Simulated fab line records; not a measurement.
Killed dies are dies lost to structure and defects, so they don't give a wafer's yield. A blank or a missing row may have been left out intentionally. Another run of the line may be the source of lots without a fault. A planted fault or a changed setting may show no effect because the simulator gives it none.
Which tool was responsible? -- flow berkeley cmos170 -- 7 lots, 21 wafers sampled, at 2 steps of a route of 331

## WHAT THE GAUGES SHOWED, per wafer
UCB170_NLDD_TW_MEAS_11.
lot,measured,on,NLDD_TW
L302,day 7 02:28,film metro-03,2230 2229 2226
L305,day 8 05:53,film metro-04,2190 2179 2200
L312,day 9 18:46,film metro-02,2462 2469 2463
L315,day 9 23:35,film metro-03,2244 2251 2249
L317,day 10 16:44,film metro-02,2233 2230 2217
L322,day 12 08:35,film metro-02,2218 2221 2228
L325,day 12 19:59,film metro-02,2217 2227 2218

## EACH LOT AND THE TOOL THAT RAN IT (in order: tool; ch and the chambers of the sampled wafers; start)
lot,UCB170_NLDD_IMPLANT_09
L302,"implanter-04 ch 0, day 7 02:13"
L305,"implanter-04 ch 0, day 8 05:38"
L312,"implanter-01 ch 0, day 9 18:09"
L315,"implanter-01 ch 0, day 9 23:20"
L317,"implanter-01 ch 0, day 10 16:29"
L322,"implanter-01 ch 0, day 12 08:20"
L325,"implanter-01 ch 0, day 12 19:45"
- UCB170_NLDD_IMPLANT_09

## THE ANSWER, worked out from the rows above alone
Rule: the lots themselves supply what counts as usual. Put in order of their means at a reading, lots are off if they are a third of the lots or fewer, leave a main group of 4 or more, and stand apart from it by a gap of 3 or more times the standard deviation of the main group's means; of several such gaps the widest counts. If all means in a main group match to the digits the tables above print for the reading, that group is not used. Also off: a lot with no number at a reading for which 4 or more lots have one. All remaining lots with rows at the step are treated as sound.
Off: L312, at UCB170_NLDD_TW_MEAS_11 (NLDD_TW). Main group: mean 2223, sd 17.
If a tool, at a process step before that reading, ran all the lots that are off and no sound lot after the first of them, it fits. Those tools and the gauges at UCB170_NLDD_TW_MEAS_11 are tried in the same way. No candidate that was tried fits.

## WHAT HAD BEEN PUT IN BY THE SIMULATOR
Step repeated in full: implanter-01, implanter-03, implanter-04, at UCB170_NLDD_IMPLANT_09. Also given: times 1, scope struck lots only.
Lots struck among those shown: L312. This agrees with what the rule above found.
